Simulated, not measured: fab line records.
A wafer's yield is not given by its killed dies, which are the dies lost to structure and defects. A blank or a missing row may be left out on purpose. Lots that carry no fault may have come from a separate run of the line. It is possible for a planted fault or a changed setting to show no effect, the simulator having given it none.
One fault through the eyes of 2 desks	flow rit_cmos	each desk holds nothing but its own numbers, with what lay behind them at the end

METROLOGY DESK
What the gauges read, lot by lot, whatever tool the lot ran on: means of the sampled wafers that have a number. The brackets show how far a lot's mean lies from the usual mean; more than 4 standard deviations puts the lot out of limits, marked OUT.
Columns: A = INCOMING_BOW at RIT_ACTIVE_BOW_MEAS_00, usual 0 um; B = PLDD_RS at RIT_SDANNEAL_RS_MEAS_06, usual 178.7 ohm/sq
lot	first seen here	A	B
L518	day 1 10:01	-1	179.5
L520	day 1 20:00	2	178.0
L521	day 2 01:00	-2	178.9
L525	day 2 21:02	3	178.7
L526	day 3 02:01	-2	179.1
L527	day 3 07:00	4	178.6
L528	day 3 12:02	2	178.9
L530	day 3 22:01	-5	178.8
L531	day 4 03:01	-4	178.1
L532	day 4 08:00	-1	178.9
L534	day 4 18:01	1	178.7
L535	day 4 23:00	-3	178.4
L537	day 5 09:00	-7	177.5
Result from this desk: across the 13 lots, nothing is out of limits.

FOR THE TOOL OWNER'S DESK: wet_bench-03
The tool's own readings at RIT_GATE_WET_ETCH_00 (etches SiO2 in BOE, target depth 56 nm, time 60 s): means of the sampled wafers that have a number, for each lot that ran on this tool. The brackets show how far a lot's mean lies from the usual mean; more than 4 standard deviations puts the lot out of limits, marked OUT.
Columns: A = run_length_s at RIT_GATE_WET_ETCH_00, usual 88 s
lot	first seen here	A
L526	day 3 23:49	87
L528	day 4 09:55	85
L532	day 5 05:17	85
L534	day 5 15:18	78
Result from this desk: across the 4 lots, nothing is out of limits.

PUT TOGETHER
At the metrology desk, nothing out of limits was observed.
The tool owner's desk saw nothing out of limits.

WHAT THE SIMULATOR HAD PUT IN
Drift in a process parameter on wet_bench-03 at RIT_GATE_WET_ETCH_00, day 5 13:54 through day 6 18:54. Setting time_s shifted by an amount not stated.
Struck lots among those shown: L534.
